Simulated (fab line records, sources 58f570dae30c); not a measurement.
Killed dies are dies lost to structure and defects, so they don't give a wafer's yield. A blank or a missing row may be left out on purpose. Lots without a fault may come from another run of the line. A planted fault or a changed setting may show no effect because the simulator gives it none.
fab line records | flow berkeley_cmos170
record lots=5 wafers=15 last_day=13
route steps=331 shown M1@242 V1@254 M2@271
lots that met no fault: from a run of the same line without faults
start_h: hours from the record's first day to the start of the lot's first wafer shown | wait_h: hours since the lot's step before | " the same as in the row above | L1.1+2: a row that stands for several wafers | - no value, or no start given | * or withheld: withheld | < > ~ a bound
route shown NAME@n: a module of which the file shows steps, and the number in the route of the first | usual: mean/standard deviation of fault-free wafers | same: alike in all rows | chamber/n: place in a boat | sites: the reading at each site | _std_site: their standard deviation | _edge_site: outer sites' mean less inner sites' | radius_mm: how far each site lies from the wafer's centre | mask NAME#n: copy n | behind: the tool/chamber that last shaped the wafer | hold: why the lot was held/for how many hours/how that ended | device: the transistor (n, p or np) that didn't switch | end of line: the same wafers' tests at the end of the route | a step without rows: its recipe alone | killed: dies lost to structure and defects at the first sort, not the wafer's yield | map: a wafer's dies, x killed, . not, _ none there
set.NAME: the setting as run; set.NAME@STEP: as run at that earlier step | model.NAME: the simulator's own value behind a step, which no gauge read
lots at some steps of the route; a table a step, a row a wafer
services: from which hour (start_h, from the record's first day; less than 0 if before it) a tool's chamber was out of use, for how many hours, and why
## steps
# step UCB170_M1_COAT_04
# recipe resist=KrF spin_rpm=1500 resist_thk_nm=900
# columns lot.wafer tool chamber start_h wait_h
L083.1+3+5 litho_track-04 0 - -
L085.1+5+6 litho_track-02 0 - -
L086.1+3+6 litho_track-02 0 - -
L093.1+3+5 litho_track-02 0 - -
L097.2+4+5 litho_track-04 0 - -
# step UCB170_M1_SOFTBAKE_05
# recipe resist=KrF temp_c=130 time_s=60
# usual plate_temp_C=130.03/0.14
# columns lot.wafer tool chamber start_h wait_h plate_temp_C
L083.1 litho_track-04 0 - - 130.03
L083.3 " 0 " " 129.83
L083.5 " 0 " " 130.03
L085.1 litho_track-02 0 - - 129.97
L085.5 " 0 " " 129.82
L085.6 " 0 " " 130.00
L086.1 litho_track-02 0 - - 130.39
L086.3 " 0 " " 130.21
L086.6 " 0 " " 130.55
L093.1 litho_track-02 0 - - 130.06
L093.3 " 0 " " 129.98
L093.5 " 0 " " 129.87
L097.2 litho_track-04 0 - - 130.26
L097.4 " 0 " " 130.02
L097.5 " 0 " " 130.16
# step UCB170_M1_EXPOSE_06
# recipe mask_id=METAL1 target_cd_nm=700 na=0.5 sigma_outer=0.6 source_shape=conventional dose_mj=21
# usual reticle_temp_C=22.99/0.11 stage_vel_mm_s=499.98/0.26
# columns lot.wafer tool chamber start_h wait_h mask reticle_temp_C stage_vel_mm_s
L083.1 krf_scanner-02 0 211.46 - METAL1#0 23.14 500.17
L083.3 " 0 " " METAL1#0 23.20 500.27
L083.5 " 0 " " METAL1#0 23.14 500.53
L085.1 krf_scanner-01 0 236.66 - METAL1#0 23.02 499.53
L085.5 " 0 " " METAL1#0 22.89 499.77
L085.6 " 0 " " METAL1#0 22.90 499.75
L086.1 krf_scanner-02 0 244.12 - METAL1#0 23.05 499.90
L086.3 " 0 " " METAL1#0 23.08 499.53
L086.6 " 0 " " METAL1#0 22.95 500.27
L093.1 krf_scanner-02 0 261.73 - METAL1#0 22.90 499.96
L093.3 " 0 " " METAL1#0 22.84 500.12
L093.5 " 0 " " METAL1#0 22.87 500.23
L097.2 krf_scanner-02 0 286.76 - METAL1#0 23.00 499.83
L097.4 " 0 " " METAL1#0 23.13 499.73
L097.5 " 0 " " METAL1#0 23.07 499.79
# step UCB170_M1_PEB_07
# recipe peb_temp_c=130 peb_time_s=withheld resist=KrF
# usual plate_temp_C=129.99/0.14
# columns lot.wafer tool chamber start_h wait_h plate_temp_C
L083.1 litho_track-02 0 211.82 0.3 129.89
L083.3 " 0 " " 130.18
L083.5 " 0 " " 130.01
L085.1 litho_track-01 0 236.87 0.2 129.77
L085.5 " 0 " " 129.93
L085.6 " 0 " " 129.67
L086.1 litho_track-01 0 244.24 0.1 130.03
L086.3 " 0 " " 129.90
L086.6 " 0 " " 129.95
L093.1 litho_track-04 0 261.99 0.2 130.06
L093.3 " 0 " " 129.81
L093.5 " 0 " " 130.00
L097.2 litho_track-01 0 286.88 0.1 130.04
L097.4 " 0 " " 129.96
L097.5 " 0 " " 130.07
# step UCB170_M1_DEVELOP_08
# recipe developer=TMAH develop_time_s=45 resist=KrF dev_temp_c=21
# columns lot.wafer tool chamber start_h wait_h
L083.1+3+5 litho_track-02 0 - -
L085.1+5+6 litho_track-01 0 - -
L086.1+3+6 litho_track-01 0 - -
L093.1+3+5 litho_track-04 0 - -
L097.2+4+5 litho_track-01 0 - -
# step UCB170_M1_CD_MEAS_09
# recipe target_cd_nm=700
# usual cd_nm=699.9/1.3
# columns lot.wafer tool chamber start_h wait_h cd_nm
L083.1 cd_sem-01 - 212.10 - 698.3
L083.3 " - " " 699.3
L083.5 " - " " 698.8
L085.1 cd_sem-02 - 237.15 - 698.4
L085.5 " - " " 700.1
L085.6 " - " " 697.9
L086.1 cd_sem-02 - 244.52 - 702.0
L086.3 " - " " 700.5
L086.6 " - " " 700.9
L093.1 cd_sem-02 - 262.26 - 698.8
L093.3 " - " " 699.4
L093.5 " - " " 699.5
L097.2 cd_sem-02 - 287.15 - 702.7
L097.4 " - " " 701.0
L097.5 " - " " 703.5
# step UCB170_M1_OVL_MEAS_10
# usual M1_OVL=-3/5.2
# columns lot.wafer tool chamber start_h wait_h M1_OVL[nm]
L083.1 overlay-02 - 212.22 0.1 8
L083.3 " - " " -7
L083.5 " - " " 2
L085.1 overlay-02 - 237.27 0.1 2
L085.5 " - " " -14
L085.6 " - " " -9
L086.1 overlay-01 - 244.64 0.1 -10
L086.3 " - " " -7
L086.6 " - " " -9
L093.1 overlay-02 - 262.38 0.1 3
L093.3 " - " " -2
L093.5 " - " " 0
L097.2 overlay-02 - 287.25 0.1 1
L097.4 " - " " 1
L097.5 " - " " 3
# step UCB170_M1_ETCH_11
# recipe chemistry=N2/H2 target_depth_a=withheld overetch_a=withheld target=BARC time_s=withheld source_w=500 bias_w=100 pressure_mtorr=30 n2_flow_sccm=100 h2_flow_sccm=200
# usual chamber_pressure_mTorr=30.001/0.029 drypump_motor_current_A=5.7/0.34 oes_product_au=1.012/0.019 throttle_valve_pct=13.31/0.16
# columns lot.wafer tool chamber start_h wait_h chamber_pressure_mTorr drypump_motor_current_A oes_product_au throttle_valve_pct
L083.1 rie_diel-01 1 212.25 0.0 29.930 5.6 1.032 13.34
L083.3 " 2 " " 30.012 5.5 1.005 13.36
L083.5 " 0 " " 30.012 6.0 1.004 13.48
L085.1 rie_diel-03 2 237.30 0.0 29.994 5.9 1.021 13.26
L085.5 " 0 " " 29.977 5.4 0.998 13.23
L085.6 " 3 " " 29.966 6.6 1.017 13.29
L086.1 rie_diel-03 3 244.67 0.0 29.992 6.6 1.020 13.29
L086.3 " 1 " " 30.005 5.3 1.007 13.65
L086.6 " 2 " " 29.960 5.9 1.025 13.27
L093.1 rie_diel-03 2 262.42 0.0 30.006 5.9 1.011 13.27
L093.3 " 3 " " 29.982 6.6 1.021 13.30
L093.5 " 2 " " 30.015 5.8 1.022 13.27
L097.2 rie_diel-04 1 287.28 0.0 29.995 5.4 1.023 13.12
L097.4 " 2 " " 30.028 5.7 1.027 13.08
L097.5 " 0 " " 29.977 5.4 0.989 13.32
# step UCB170_M1_METAL_ETCH_12
# recipe chemistry=Cl2/BCl3 target=Al stop_on=PSG pressure_mtorr=12 target_depth_a=7800 over_etch_frac=0.3 time_s=130 icp_w=600 bias_w=120 Cl2_flow_sccm=90 bcl3_flow_sccm=45
# usual chamber_pressure_mTorr=12.000/0.011 drypump_motor_current_A=5.6/0.47 oes_product_au=0.858/0.016 throttle_valve_pct=24.48/0.22
# columns lot.wafer tool chamber start_h wait_h chamber_pressure_mTorr drypump_motor_current_A oes_product_au rf_hours_counter_h throttle_valve_pct
L083.1 rie_metal-02 0 212.30 - 11.993 5.7 0.857 4.6 24.69
L083.3 " 1 " " 11.987 5.2 0.870 - 24.08
L083.5 " 1 " " 12.008 5.2 0.864 - 24.07
L085.1 rie_metal-03 0 237.35 - 11.975 6.0 0.887 4.9 24.27
L085.5 " 1 " " 12.004 6.5 0.844 - 24.38
L085.6 " 0 " " 12.001 6.0 0.880 - 24.25
L086.1 rie_metal-01 1 244.71 - 12.004 5.7 0.863 7.4 24.63
L086.3 " 0 " " 11.997 5.0 0.848 - 24.61
L086.6 " 1 " " 11.996 5.7 0.866 - 24.63
L093.1 rie_metal-02 1 262.46 - 11.986 5.2 0.877 9.9 24.07
L093.3 " 0 " " 12.003 5.7 0.864 - 24.67
L093.5 " 1 " " 11.998 5.2 0.876 - 24.08
L097.2 rie_metal-02 1 287.33 - 12.004 5.2 0.871 10.6 24.07
L097.4 " 1 " " 12.008 5.2 0.866 - 24.08
L097.5 " 0 " " 12.021 5.7 0.852 - 24.68
# step UCB170_M1_STRIP_13
# recipe chemistry=O2 power_w=400 pressure_mtorr=3500 platen_temp_c=withheld o2_flow_sccm=400 overash_fraction=0.5
# usual chamber_pressure_mTorr=3500/3.2 drypump_motor_current_A=5.7/0.35 oes_product_au=0.720/0.0045
# columns lot.wafer tool chamber start_h wait_h chamber_pressure_mTorr drypump_motor_current_A oes_product_au rf_hours_counter_h
L083.1 plasma_asher-01 0 212.43 0.1 3498 5.5 0.721 49
L083.3 " 0 " " 3495 5.5 0.720 -
L083.5 " 1 " " 3500 5.6 0.720 -
L085.1 plasma_asher-03 0 237.48 0.1 3507 5.3 0.720 44
L085.5 " 0 " " 3501 5.3 0.725 -
L085.6 " 1 " " 3502 6.5 0.717 -
L086.1 plasma_asher-02 0 244.85 0.1 3503 6.2 0.708 55
L086.3 " 0 " " 3498 6.2 0.722 -
L086.6 " 1 " " 3505 5.5 0.711 -
L093.1 plasma_asher-03 1 262.60 0.1 3500 6.4 0.723 47
L093.3 " 0 " " 3503 5.3 0.720 -
L093.5 " 0 " " 3493 5.3 0.719 -
L097.2 plasma_asher-01 1 287.46 0.1 3501 5.7 0.714 57
L097.4 " 1 " " 3497 5.6 0.718 -
L097.5 " 1 " " 3500 5.7 0.720 -
# step UCB170_M1_CD_MEAS_90
# recipe target_cd_nm=700
# usual cd_nm=699.1/2.7
# columns lot.wafer tool chamber start_h wait_h cd_nm
L083.1 cd_sem-01 - 212.53 0.1 698.7
L083.3 " - " " 700.7
L083.5 " - " " 700.5
L085.1 cd_sem-02 - 237.58 0.1 695.6
L085.5 " - " " 702.9
L085.6 " - " " 695.7
L086.1 cd_sem-02 - 244.95 0.1 701.9
L086.3 " - " " 699.6
L086.6 " - " " 699.7
L093.1 cd_sem-01 - 262.70 0.1 697.2
L093.3 " - " " 698.7
L093.5 " - " " 698.8
L097.2 cd_sem-01 - 287.58 0.1 699.7
L097.4 " - " " 699.2
L097.5 " - " " 698.5
# step UCB170_M1_ANNEAL_14
# recipe temp_c=400 time_s=1200 ambient=forming_gas
# usual spike_tc_centre_C=402.7/1
# columns lot.wafer tool chamber start_h wait_h spike_tc_centre_C
L083.1 furnace-03 0 212.65 0.1 401.3
L083.3 " 0 " " 399.9
L083.5 " 0 " " 403.1
L085.1 furnace-03 0 238.82 1.2 402.2
L085.5 " 0 " " 404.3
L085.6 " 0 " " 400.9
L086.1 furnace-03 0 245.67 0.7 402.3
L086.3 " 0 " " 404.1
L086.6 " 0 " " 400.6
L093.1 furnace-03 0 262.82 0.1 404.3
L093.3 " 0 " " 402.6
L093.5 " 0 " " 403.3
L097.2 furnace-03 0 287.68 0.1 403.2
L097.4 " 0 " " 402.8
L097.5 " 0 " " 403.1
# step UCB170_V1_CVD_00
# recipe material=SiO2 target_thk_nm=2000 temp_c=390 precursor=TEOS/O2 time_s=250 rf_w=550 pressure_mtorr=9000
# usual heater_power_w=270/54
# columns lot.wafer tool chamber start_h wait_h heater_power_w
L083.1 pecvd-01 2 213.98 0.0 316
L083.3 " 1 " " 323
L083.5 " 0 " " 251
L085.1 pecvd-01 0 240.15 0.0 331
L085.5 " 1 " " 320
L085.6 " 0 " " 333
L086.1 pecvd-02 1 247.01 0.0 218
L086.3 " 2 " " 305
L086.6 " 1 " " 281
L093.1 pecvd-01 2 264.15 0.0 347
L093.3 " 0 " " 335
L093.5 " 0 " " 243
L097.2 pecvd-04 0 289.01 0.0 304
L097.4 " 1 " " 195
L097.5 " 2 " " 304
# step UCB170_V1_THK_MEAS_01
# recipe reads=SiO2_of_V1_CVD_00
# usual V1_TEOS_THK=1988/26
# columns lot.wafer tool chamber start_h wait_h V1_TEOS_THK[nm]
L083.1 film_metro-02 - 214.14 0.1 2000
L083.3 " - " " 1960
L083.5 " - " " 1993
L085.1 film_metro-03 - 240.39 0.2 1994
L085.5 " - " " 2016
L085.6 " - " " 2026
L086.1 film_metro-03 - 247.16 0.1 2003
L086.3 " - " " 1965
L086.6 " - " " 2022
L093.1 film_metro-04 - 264.30 0.1 1992
L093.3 " - " " 1986
L093.5 " - " " 1996
L097.2 film_metro-04 - 289.18 0.1 1944
L097.4 " - " " 2001
L097.5 " - " " 2000
# step UCB170_V1_CMP_02
# recipe material=SiO2 down_force_psi=6 platen_rpm=60 pad_velocity_m_s=0.75398
# usual motor_current_A=15.2/1.1
# columns lot.wafer tool chamber start_h wait_h motor_current_A
L083.1 cmp-01 2 214.20 0.1 16.5
L083.3 " 3 " " 15.6
L083.5 " 3 " " 16.6
L085.1 cmp-02 2 240.50 0.1 16.4
L085.6 " 1 " " 15.7
L085.5 " 2 " " 14.9
L086.3 cmp-02 2 247.22 0.0 16.3
L086.1 " 1 " " 16.3
L086.6 " 2 " " 16.0
L093.3 cmp-01 0 264.36 0.0 13.4
L093.1 " 3 " " 15.2
L093.5 " 0 " " 13.8
L097.2 cmp-01 0 289.33 0.1 13.4
L097.4 " 1 " " 15.1
L097.5 " 2 " " 16.4
# step UCB170_V1_BOW_MEAS_03
# recipe mode=bow
# usual V1_BOW=18/7.4
# columns lot.wafer tool chamber start_h wait_h V1_BOW[um]
L083.1 film_metro-04 - 214.50 0.2 22
L083.3 " - " " 18
L083.5 " - " " 13
L085.1 film_metro-02 - 240.75 0.2 19
L085.5 " - " " 19
L085.6 " - " " 20
L086.1 film_metro-04 - 247.52 0.1 16
L086.3 " - " " 16
L086.6 " - " " 8
L093.1 film_metro-04 - 264.66 0.1 16
L093.3 " - " " 10
L093.5 " - " " 18
L097.2 film_metro-03 - 289.55 0.2 29
L097.4 " - " " 12
L097.5 " - " " 16
# step UCB170_V1_THK_MEAS_04
# recipe reads=SiO2_of_V1_CVD_00
# usual V1_POLISHED_THK=999.5/1.3
# columns lot.wafer tool chamber start_h wait_h V1_POLISHED_THK[nm]
L083.1 film_metro-04 - 214.62 0.1 1000.5
L083.3 " - " " 1000.8
L083.5 " - " " 999.9
L085.1 film_metro-02 - 240.87 0.1 999.5
L085.5 " - " " 999.9
L085.6 " - " " 999.2
L086.1 film_metro-04 - 247.64 0.1 997.8
L086.3 " - " " 998.0
L086.6 " - " " 999.2
L093.1 film_metro-04 - 264.78 0.1 1001.1
L093.3 " - " " 1001.6
L093.5 " - " " 1002.6
L097.2 film_metro-03 - 289.66 0.1 1000.6
L097.4 " - " " 999.3
L097.5 " - " " 1000.2
# step UCB170_V1_CLEAN_05
# recipe chemistry=DIW
# columns lot.wafer tool chamber start_h wait_h
L083.1+3+5 wet_bench-04 0 216.38 1.7
L085.1+5+6 wet_bench-03 0 241.74 0.9
L086.1+3+6 wet_bench-02 1 247.70 0.1
L093.1+3+5 wet_bench-04 2 266.98 2.2
L097.2+4+5 wet_bench-02 0 291.88 2.2
# step UCB170_V1_HMDS_06
# recipe prime_time_s=60 prime_temp_c=100
# columns lot.wafer tool chamber start_h wait_h
L083.1+3+5 litho_track-03 0 216.58 0.0
L085.1+5+6 litho_track-01 0 242.20 0.2
L086.1+3+6 litho_track-02 0 248.08 0.2
L093.1+3+5 litho_track-02 0 267.16 0.0
L097.2+4+5 litho_track-03 0 292.35 0.3
# step UCB170_V1_COAT_07
# recipe resist=KrF spin_rpm=1500 resist_thk_nm=900
# columns lot.wafer tool chamber start_h wait_h
L083.1+3+5 litho_track-03 0 216.73 0.1
L085.1+5+6 litho_track-01 0 242.35 0.1
L086.1+3+6 litho_track-02 0 248.23 0.1
L093.1+3+5 litho_track-02 0 267.31 0.1
L097.2+4+5 litho_track-03 0 292.50 0.1
# step UCB170_V1_SOFTBAKE_08
# recipe resist=KrF temp_c=130 time_s=60
# usual plate_temp_C=129.97/0.14
# columns lot.wafer tool chamber start_h wait_h plate_temp_C
L083.1 litho_track-03 0 216.88 0.1 130.35
L083.3 " 0 " " 130.24
L083.5 " 0 " " 129.93
L085.1 litho_track-01 0 242.50 0.1 129.98
L085.5 " 0 " " 129.92
L085.6 " 0 " " 129.90
L086.1 litho_track-02 0 248.38 0.1 130.01
L086.3 " 0 " " 129.74
L086.6 " 0 " " 129.98
L093.1 litho_track-02 0 267.46 0.1 130.07
L093.3 " 0 " " 130.04
L093.5 " 0 " " 130.27
L097.2 litho_track-03 0 292.65 0.1 129.99
L097.4 " 0 " " 130.21
L097.5 " 0 " " 130.26
# step UCB170_V1_EXPOSE_09
# recipe mask_id=VIA1 target_cd_nm=700 na=0.5 sigma_outer=0.6 source_shape=conventional dose_mj=37
# usual reticle_temp_C=23.00/0.095 stage_vel_mm_s=499.97/0.25
# columns lot.wafer tool chamber start_h wait_h mask reticle_temp_C stage_vel_mm_s
L083.1 krf_scanner-01 0 217.16 0.2 VIA1#0 23.03 500.12
L083.3 " 0 " " VIA1#0 23.06 500.20
L083.5 " 0 " " VIA1#0 23.09 500.40
L085.1 krf_scanner-02 0 242.87 0.3 VIA1#0 23.01 499.85
L085.5 " 0 " " VIA1#0 23.09 499.69
L085.6 " 0 " " VIA1#0 23.04 499.95
L086.1 krf_scanner-02 0 248.53 0.1 VIA1#0 22.98 499.44
L086.3 " 0 " " VIA1#0 22.98 499.32
L086.6 " 0 " " VIA1#0 23.06 499.92
L093.1 krf_scanner-02 0 267.81 0.3 VIA1#0 22.98 500.38
L093.3 " 0 " " VIA1#0 22.90 500.22
L093.5 " 0 " " VIA1#0 23.01 500.29
L097.2 krf_scanner-02 0 292.92 0.2 VIA1#0 22.91 499.74
L097.4 " 0 " " VIA1#0 22.80 499.51
L097.5 " 0 " " VIA1#0 22.91 500.23
# step UCB170_V1_PEB_10
# recipe peb_temp_c=130 peb_time_s=withheld resist=KrF
# usual plate_temp_C=130.03/0.14
# columns lot.wafer tool chamber start_h wait_h plate_temp_C
L083.1 litho_track-02 0 217.28 0.1 129.84
L083.3 " 0 " " 130.15
L083.5 " 0 " " 129.95
L085.1 litho_track-03 0 243.06 0.2 129.90
L085.5 " 0 " " 129.81
L085.6 " 0 " " 129.89
L086.1 litho_track-01 0 248.81 0.3 130.14
L086.3 " 0 " " 130.05
L086.6 " 0 " " 130.35
L093.1 litho_track-02 0 268.06 0.2 129.97
L093.3 " 0 " " 130.04
L093.5 " 0 " " 129.98
L097.2 litho_track-01 0 293.04 0.1 130.21
L097.4 " 0 " " 129.98
L097.5 " 0 " " 129.95
# step UCB170_V1_DEVELOP_11
# recipe developer=TMAH develop_time_s=45 resist=KrF dev_temp_c=21
# columns lot.wafer tool chamber start_h wait_h
L083.1+3+5 litho_track-02 0 - -
L085.1+5+6 litho_track-03 0 - -
L086.1+3+6 litho_track-01 0 - -
L093.1+3+5 litho_track-02 0 - -
L097.2+4+5 litho_track-01 0 - -
# step UCB170_V1_CD_MEAS_12
# recipe target_cd_nm=700
# usual cd_nm=700.5/1.3
# columns lot.wafer tool chamber start_h wait_h cd_nm
L083.1 cd_sem-02 - 217.55 - 701.4
L083.3 " - " " 700.7
L083.5 " - " " 701.9
L085.1 cd_sem-02 - 243.33 - 698.8
L085.5 " - " " 699.5
L085.6 " - " " 700.0
L086.1 cd_sem-02 - 249.08 - 701.4
L086.3 " - " " 703.3
L086.6 " - " " 702.4
L093.1 cd_sem-02 - 268.33 - 702.0
L093.3 " - " " 701.2
L093.5 " - " " 701.0
L097.2 cd_sem-02 - 293.31 - 702.7
L097.4 " - " " 702.0
L097.5 " - " " 702.7
# step UCB170_V1_OVL_MEAS_13
# usual V1_OVL=-2/7.3
# columns lot.wafer tool chamber start_h wait_h V1_OVL[nm]
L083.1 overlay-02 - 217.67 0.1 -3
L083.3 " - " " -13
L083.5 " - " " -17
L085.1 overlay-02 - 243.45 0.1 -8
L085.5 " - " " -7
L085.6 " - " " -3
L086.1 overlay-02 - 249.20 0.1 2
L086.3 " - " " -3
L086.6 " - " " 5
L093.1 overlay-02 - 268.45 0.1 -3
L093.3 " - " " -3
L093.5 " - " " -1
L097.2 overlay-01 - 293.41 0.1 0
L097.4 " - " " 3
L097.5 " - " " 13
# step UCB170_V1_ETCH_14
# recipe chemistry=CHF3/CF4/Ar target=SiO2 stop_on=Al CHF3_flow_sccm=45 cf4_flow_sccm=15 Ar_flow_sccm=150 pressure_mtorr=200 rf_w=700 target_depth_a=12500 over_etch_frac=0.25 time_s=291
# usual cf4_flow_sccm=15.01/0.042 chamber_pressure_mTorr=199.98/0.17 drypump_motor_current_A=5.7/0.37 oes_product_au=0.869/0.014 throttle_valve_pct=7.01/0.084
# columns lot.wafer tool chamber start_h wait_h cf4_flow_sccm chamber_pressure_mTorr drypump_motor_current_A oes_product_au rf_hours_counter_h throttle_valve_pct
L083.1 rie_diel-02 1 217.71 0.0 15.08 200.03 5.0 0.861 112 6.91
L083.3 " 0 " " 15.05 199.93 5.8 0.867 13 7.00
L083.5 " 2 " " 15.01 200.03 6.1 0.857 - 7.01
L085.1 rie_diel-02 1 243.49 0.0 15.04 199.92 5.0 0.864 113 6.90
L085.5 " 2 " " 15.02 199.79 6.1 0.869 - 6.99
L085.6 " 1 " " 15.04 200.20 5.0 0.867 - 6.89
L086.1 rie_diel-03 2 249.24 0.0 15.10 199.83 5.9 0.871 7 7.02
L086.3 " 0 " " 14.94 199.93 5.4 0.867 26 6.88
L086.6 " 0 " " 15.01 199.89 5.4 0.869 - 6.88
L093.1 rie_diel-02 2 268.49 0.0 15.02 199.92 6.1 0.878 19 7.01
L093.3 " 0 " " 14.95 199.92 5.8 0.866 16 7.01
L093.5 " 0 " " 14.98 199.98 5.8 0.875 - 7.00
L097.2 rie_diel-01 1 293.44 0.0 14.98 199.99 5.6 0.890 39 7.01
L097.4 " 2 " " 15.07 199.78 5.5 0.881 123 7.03
L097.5 " 3 " " 15.03 199.94 5.7 0.891 - 7.16
# step UCB170_V1_STRIP_15
# recipe chemistry=O2 power_w=400 pressure_mtorr=3500 platen_temp_c=withheld o2_flow_sccm=400 overash_fraction=0.5
# usual chamber_pressure_mTorr=3500/3.1 drypump_motor_current_A=5.6/0.38 oes_product_au=0.721/0.0046 strip_time_to_endpoint_s=15.26/0.12
# columns lot.wafer tool chamber start_h wait_h chamber_pressure_mTorr drypump_motor_current_A oes_product_au rf_hours_counter_h strip_time_to_endpoint_s
L083.1 plasma_asher-01 1 217.89 0.1 3501 5.7 0.714 49 15.45
L083.3 " 0 " " 3500 5.5 0.717 - 15.54
L083.5 " 0 " " 3494 5.5 0.721 - 15.41
L085.1 plasma_asher-04 1 243.66 0.1 3499 5.6 0.726 13 15.32
L085.5 " 0 " " 3503 5.4 0.720 - 15.27
L085.6 " 1 " " 3500 5.6 0.719 - 15.32
L086.1 plasma_asher-01 0 249.41 0.1 3493 5.5 0.716 53 15.13
L086.3 " 1 " " 3499 5.7 0.725 - 15.25
L086.6 " 0 " " 3499 5.5 0.723 - 15.30
L093.1 plasma_asher-03 0 268.67 0.1 3500 5.3 0.717 48 15.11
L093.3 " 1 " " 3504 6.5 0.717 - 15.38
L093.5 " 1 " " 3500 6.4 0.727 - 15.28
L097.2 plasma_asher-01 1 293.62 0.1 3505 5.7 0.727 58 15.16
L097.4 " 1 " " 3500 5.7 0.729 - 15.28
L097.5 " 1 " " 3503 5.7 0.720 - 15.26
# step UCB170_V1_CD_MEAS_90
# recipe target_cd_nm=700
# usual cd_nm=700.4/1.4
# columns lot.wafer tool chamber start_h wait_h cd_nm
L083.1 cd_sem-01 - 217.98 0.1 700.5
L083.3 " - " " 700.3
L083.5 " - " " 702.7
L085.1 cd_sem-01 - 243.76 0.1 698.8
L085.5 " - " " 700.3
L085.6 " - " " 699.4
L086.1 cd_sem-01 - 249.62 0.2 701.9
L086.3 " - " " 703.6
L086.6 " - " " 702.6
L093.1 cd_sem-01 - 268.81 0.1 702.3
L093.3 " - " " 700.7
L093.5 " - " " 699.7
L097.2 cd_sem-01 - 293.74 0.1 702.6
L097.4 " - " " 702.5
L097.5 " - " " 701.7
# step UCB170_M2_PRE_CLEAN_00
# recipe gas=Ar preclean_etch_time_s=60
# same preclean_etch_time_s=60
# columns lot.wafer tool chamber start_h wait_h
L083.1+3+5 pvd_sputter-01 - 218.10 0.1
L085.1+5+6 pvd_sputter-01 - 243.88 0.1
L086.1+3+6 pvd_sputter-01 - 249.74 0.1
L093.1+3+5 pvd_sputter-02 - 268.93 0.1
L097.2+4+5 pvd_sputter-01 - 293.84 0.1
# step UCB170_M2_SPUTTER_01
# recipe material=Al target_thk_nm=900 time_s=120 power_w=6000 chamber_pressure_pa=0.5
# usual chamber_pressure_pa=0.5002/0.00096 throttle_valve_pct=30.0/1.4
# columns lot.wafer tool chamber start_h wait_h chamber_pressure_pa throttle_valve_pct
L083.1 pvd_sputter-01 - 218.17 0.0 0.5007 31.9
L083.3 " - " " 0.4984 28.2
L083.5 " - " " 0.4997 28.5
L085.1 pvd_sputter-01 - 243.95 0.0 0.4997 27.2
L085.5 " - " " 0.5006 27.3
L085.6 " - " " 0.4994 31.1
L086.1 pvd_sputter-01 - 249.80 0.0 0.5002 31.6
L086.3 " - " " 0.5003 31.1
L086.6 " - " " 0.5006 31.8
L093.1 pvd_sputter-02 - 269.00 0.0 0.5000 31.3
L093.3 " - " " 0.4986 30.0
L093.5 " - " " 0.4981 30.0
L097.2 pvd_sputter-01 - 293.91 0.0 0.5005 28.6
L097.4 " - " " 0.5010 27.6
L097.5 " - " " 0.5001 31.8
# step UCB170_M2_RS_MEAS_02
# recipe thk_meas_gauge=four-point-probe reads=Al_of_M2_SPUTTER_01
# usual M2_AL_RS=0.0322/0.00039
# columns lot.wafer tool chamber start_h wait_h M2_AL_RS[ohm/sq]
L083.1 film_metro-04 - 218.25 0.0 0.0322
L083.3 " - " " 0.0323
L083.5 " - " " 0.0323
L085.1 film_metro-03 - 244.03 0.0 0.0319
L085.5 " - " " 0.0320
L085.6 " - " " 0.0314
L086.1 film_metro-03 - 249.89 0.0 0.0321
L086.3 " - " " 0.0315
L086.6 " - " " 0.0319
L093.1 film_metro-04 - 269.08 0.0 0.0314
L093.3 " - " " 0.0313
L093.5 " - " " 0.0314
L097.2 film_metro-04 - 294.01 0.1 0.0318
L097.4 " - " " 0.0318
L097.5 " - " " 0.0323
# step UCB170_M2_THK_MEAS_03
# recipe thk_meas_gauge=xrf reads=Al_of_M2_SPUTTER_01
# usual M2_AL_THK=911/12
# columns lot.wafer tool chamber start_h wait_h M2_AL_THK[nm]
L083.1 film_metro-04 - 218.37 0.1 917
L083.3 " - " " 915
L083.5 " - " " 914
L085.1 film_metro-03 - 244.15 0.1 913
L085.5 " - " " 910
L085.6 " - " " 927
L086.1 film_metro-03 - 250.01 0.1 906
L086.3 " - " " 924
L086.6 " - " " 913
L093.1 film_metro-04 - 269.20 0.1 933
L093.3 " - " " 945
L093.5 " - " " 945
L097.2 film_metro-04 - 294.12 0.1 923
L097.4 " - " " 925
L097.5 " - " " 911
# step UCB170_M2_HMDS_04
# recipe prime_time_s=60 prime_temp_c=100
# columns lot.wafer tool chamber start_h wait_h
L083.1+3+5 litho_track-02 0 218.43 0.1
L085.1+5+6 litho_track-04 0 244.27 0.1
L086.1+3+6 litho_track-02 0 250.54 0.5
L093.1+3+5 litho_track-02 0 269.26 0.1
L097.2+4+5 litho_track-02 0 294.42 0.3
## services
# columns tool chamber start_h hours kind
krf_scanner-02 - 194.06 1.0 pm
rie_diel-03 2 195.19 5.8 repair
pecvd-01 - 198.92 6.0 pm
krf_scanner-02 - 201.99 0.8 pm
krf_scanner-01 - 205.97 4.0 pm
rie_diel-01 0 226.26 5.6 repair
rie_diel-01 3 227.97 16.9 repair
cmp-02 - 228.10 2.5 repair
rie_diel-01 2 231.86 7.1 repair
cmp-02 - 232.00 4.0 pm
cmp-01 - 236.00 17.6 pm
rie_diel-03 1 236.55 7.0 repair
pecvd-01 2 239.33 2.1 repair
rie_metal-02 1 242.32 2.8 repair
pecvd-01 - 242.50 14.0 pm
rie_diel-02 3 251.18 7.4 repair
krf_scanner-01 - 259.25 0.2 repair
rie_diel-03 - 265.82 4.0 pm
rie_diel-03 - 272.80 1.1 repair
rie_diel-02 - 273.34 0.5 repair
rie_diel-03 - 277.31 2.8 pm
krf_scanner-02 - 278.54 0.8 repair
cmp-01 - 285.05 0.7 repair
cmp-01 - 289.94 0.7 repair
## key
fault none
